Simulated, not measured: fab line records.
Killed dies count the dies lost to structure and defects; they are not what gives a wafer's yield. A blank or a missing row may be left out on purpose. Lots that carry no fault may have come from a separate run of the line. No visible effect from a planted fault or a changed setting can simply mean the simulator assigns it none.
Check of tool commonality + flow rit cmos + Sampled: 13 lots, 39 wafers

## WHY IT WAS OPENED
On 1 of the 13 lots, a flag is raised at RIT_GATE_CD_MEAS_16 on the reading cd nm. Wafers without a fault read 149.6 nm, standard deviation 2.5.
Rule: a lot gets a flag if all its wafers with a number sit over 4 standard deviations from that mean, or if no wafer of it has a number. The other lots count as sound.

| lot  | measured    | on        | cd nm (nm), wafer by wafer | flag    |
|------|-------------|-----------|----------------------------|---------|
| L386 | day 3 03:17 | cd sem-01 | 148.9 149.3 149.5          |         |
| L387 | day 3 03:34 | cd sem-02 | 148.7 146.5 145.3          |         |
| L389 | day 3 11:00 | cd sem-02 | 152.4 152.5 151.4          |         |
| L390 | day 3 14:35 | cd sem-02 | 149.2 149.5 150.6          |         |
| L391 | day 3 23:38 | cd sem-02 | 149.9 149.7 150.6          |         |
| L394 | day 4 15:07 | cd sem-01 | 123.0 122.9 123.3          | FLAGGED |
| L395 | day 4 19:11 | cd sem-01 | 150.5 148.1 148.0          |         |
| L402 | day 6 03:47 | cd sem-02 | 151.4 152.7 152.7          |         |
| L403 | day 6 11:43 | cd sem-02 | 150.9 152.6 149.6          |         |
| L405 | day 6 17:45 | cd sem-01 | 151.6 151.4 152.8          |         |
| L406 | day 6 23:15 | cd sem-02 | 152.3 152.5 153.1          |         |
| L407 | day 7 07:04 | cd sem-02 | 145.3 146.5 147.1          |         |
| L408 | day 7 12:10 | cd sem-02 | 151.1 150.7 151.0          |         |
On average the flagged lots' numbers are 123.1 nm, which is -26.5 nm against the usual, or -11 standard deviations.

## WHICH TOOL EACH LOT WENT THROUGH
The record holds 1 process step before the reading, out of a route of 202 steps. Each cell gives the tool, then ch followed by the chambers the sampled wafers passed through, then the start.
| lot  | flag    | RIT_GATE_EXPOSE_13                 |
|------|---------|------------------------------------|
| L386 |         | iline stepper-02 ch 0, day 3 02:53 |
| L387 |         | iline stepper-02 ch 0, day 3 03:01 |
| L389 |         | iline stepper-02 ch 0, day 3 10:36 |
| L390 |         | iline stepper-02 ch 0, day 3 14:11 |
| L391 |         | iline stepper-02 ch 0, day 3 23:14 |
| L394 | FLAGGED | iline stepper-01 ch 0, day 4 14:43 |
| L395 |         | iline stepper-02 ch 0, day 4 18:47 |
| L402 |         | iline stepper-02 ch 0, day 6 03:22 |
| L403 |         | iline stepper-01 ch 0, day 6 11:19 |
| L405 |         | iline stepper-01 ch 0, day 6 17:11 |
| L406 |         | iline stepper-01 ch 0, day 6 22:51 |
| L407 |         | iline stepper-01 ch 0, day 7 06:40 |
| L408 |         | iline stepper-02 ch 0, day 7 11:46 |
What the steps here do:
- RIT_GATE_EXPOSE_13: exposes mask M6, target cd 150 nm.
- RIT_GATE_CD_MEAS_16: target cd 150 nm.

## FLAGGED AGAINST TOTAL, ONE TOOL AT A TIME (gauges that did the reading follow at the end)
| step                | tool             | lots run | flagged | share of the flagged lots | sound lots run after its first flagged lot |
|---------------------|------------------|----------|---------|---------------------------|--------------------------------------------|
| RIT_GATE_EXPOSE_13  | iline stepper-01 | 5        | 1       | all                       | 4 (L403,L405,L406,L407)                    |
| RIT_GATE_EXPOSE_13  | iline stepper-02 | 8        | 0       | none                      | -                                          |
| RIT_GATE_CD_MEAS_16 | cd sem-01        | 4        | 1       | all                       | 2 (L395,L405)                              |
| RIT_GATE_CD_MEAS_16 | cd sem-02        | 9        | 0       | none                      | -                                          |

## THE TABLE: WHAT IT ALLOWS
Table rows that saw every flagged lot: 2, namely iline stepper-01 at RIT_GATE_EXPOSE_13 and cd sem-01 at RIT_GATE_CD_MEAS_16.
- iline stepper-01 at RIT_GATE_EXPOSE_13 ran 5 lots, 1 of them flagged. Lots that were sound ran on it after the first flagged one (L403, L405, L406, L407); a persistent fault on the entire tool would not allow that.
- cd sem-01 at RIT_GATE_CD_MEAS_16 ran 4 lots, 1 of them flagged. Lots that were sound ran on it after the first flagged one (L395, L405); a persistent fault on the entire tool would not allow that.
There is no row in the table that ran each flagged lot and no sound lot after the first.

## WHAT THE SIMULATOR PUT IN
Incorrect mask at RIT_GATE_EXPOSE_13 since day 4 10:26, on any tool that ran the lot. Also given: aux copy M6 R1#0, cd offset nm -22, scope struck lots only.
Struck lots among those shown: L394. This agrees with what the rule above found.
